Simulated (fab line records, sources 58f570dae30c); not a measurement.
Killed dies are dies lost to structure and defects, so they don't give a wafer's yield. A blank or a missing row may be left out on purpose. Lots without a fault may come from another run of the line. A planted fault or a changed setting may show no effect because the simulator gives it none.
Which tool did it? | flow berkeley_cmos170 | 7 lots, 21 wafers sampled, at 5 steps of a route of 331

WHAT THE GAUGES READ, wafer by wafer
UCB170_M1_CD_MEAS_90: target cd 700 nm.
lot  | measured     | on        | cd_nm (nm)
L417 | day 7 10:47  | cd_sem-02 | 698 697 699
L419 | day 7 17:28  | cd_sem-01 | 700 703 697
L421 | day 8 21:23  | cd_sem-02 | 687 687 686
L426 | day 9 09:23  | cd_sem-02 | 699 704 706
L432 | day 10 13:50 | cd_sem-01 | 696 699 700
L433 | day 11 06:31 | cd_sem-01 | 706 705 705
L438 | day 12 07:43 | cd_sem-02 | 707 703 707

WHICH TOOL RAN EACH LOT (tool, then ch and the chambers of the sampled wafers, then the start)
lot  | UCB170_CONTACT_STRIP_06              | UCB170_M1_SPUTTER_00         | UCB170_M1_METAL_ETCH_12           | UCB170_M1_STRIP_13
L417 | plasma_asher-03 ch 0,1, day 7 03:37  | pvd_sputter-03, day 7 08:46  | rie_metal-01 ch 0,1, day 7 10:32  | plasma_asher-01 ch 0,1, day 7 10:40
L419 | plasma_asher-03 ch 0,1, day 7 12:49  | pvd_sputter-01, day 7 14:50  | rie_metal-02 ch 0,1, day 7 17:14  | plasma_asher-01 ch 0,1, day 7 17:22
L421 | plasma_asher-02 ch 0,1, day 8 16:40  | pvd_sputter-03, day 8 19:05  | rie_metal-01 ch 0,1, day 8 21:08  | plasma_asher-04 ch 0,1, day 8 21:16
L426 | plasma_asher-01 ch 0,1, day 9 04:51  | pvd_sputter-01, day 9 07:11  | rie_metal-04 ch 0,1, day 9 09:04  | plasma_asher-04 ch 0,1, day 9 09:11
L432 | plasma_asher-02 ch 0, day 10 09:56   | pvd_sputter-01, day 10 12:07 | rie_metal-02 ch 0,1, day 10 13:35 | plasma_asher-01 ch 0,1, day 10 13:43
L433 | plasma_asher-01 ch 0,1, day 11 02:08 | pvd_sputter-03, day 11 04:22 | rie_metal-02 ch 0, day 11 06:13   | plasma_asher-03 ch 0,1, day 11 06:24
L438 | plasma_asher-03 ch 0,1, day 12 03:44 | pvd_sputter-03, day 12 06:05 | rie_metal-04 ch 0,1, day 12 07:29 | plasma_asher-04 ch 0,1, day 12 07:37
- UCB170_CONTACT_STRIP_06: strips in O2.
- UCB170_M1_SPUTTER_00: material Al, target thk 600 nm, time 80 s.
- UCB170_M1_METAL_ETCH_12: etches Al in Cl2/BCl3, stops on PSG, target depth 780 nm, time 130 s.
- UCB170_M1_STRIP_13: strips in O2.

THE ANSWER, worked out from the rows above alone
Rule: what is usual is taken from the lots themselves. Put in order of their means at a reading, lots are off if they are a third of the lots or fewer, leave a main group of 4 or more, and stand apart from it by a gap of 3 or more times the standard deviation of the main group's means; of several such gaps the widest counts. A main group whose means are all the same, to the digits that the tables above print for the reading, isn't used. A lot without any number at a reading at which 4 lots or more have one is off too. The other lots that the step has rows for count as sound.
Off: L421, at UCB170_M1_CD_MEAS_90 (cd_nm). The main group: mean 702 nm, standard deviation 3.1.
A tool fits if, at a process step before that reading, it ran every lot that is off, and no sound lot after the first of them. The gauges at UCB170_M1_CD_MEAS_90 are tried like those tools. One fits: rie_metal-01 at UCB170_M1_METAL_ETCH_12. Its last sound lot is L417 (day 7 10:32), its first lot that is off L421 (day 8 21:08): a fault that began between those two fits.

WHAT THE SIMULATOR HAD PUT IN
Process parameter drift: rie_metal-01, from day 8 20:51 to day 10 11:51, at UCB170_M1_METAL_ETCH_12. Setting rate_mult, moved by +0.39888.
Lots struck among those shown: L421. The rule above found the same.
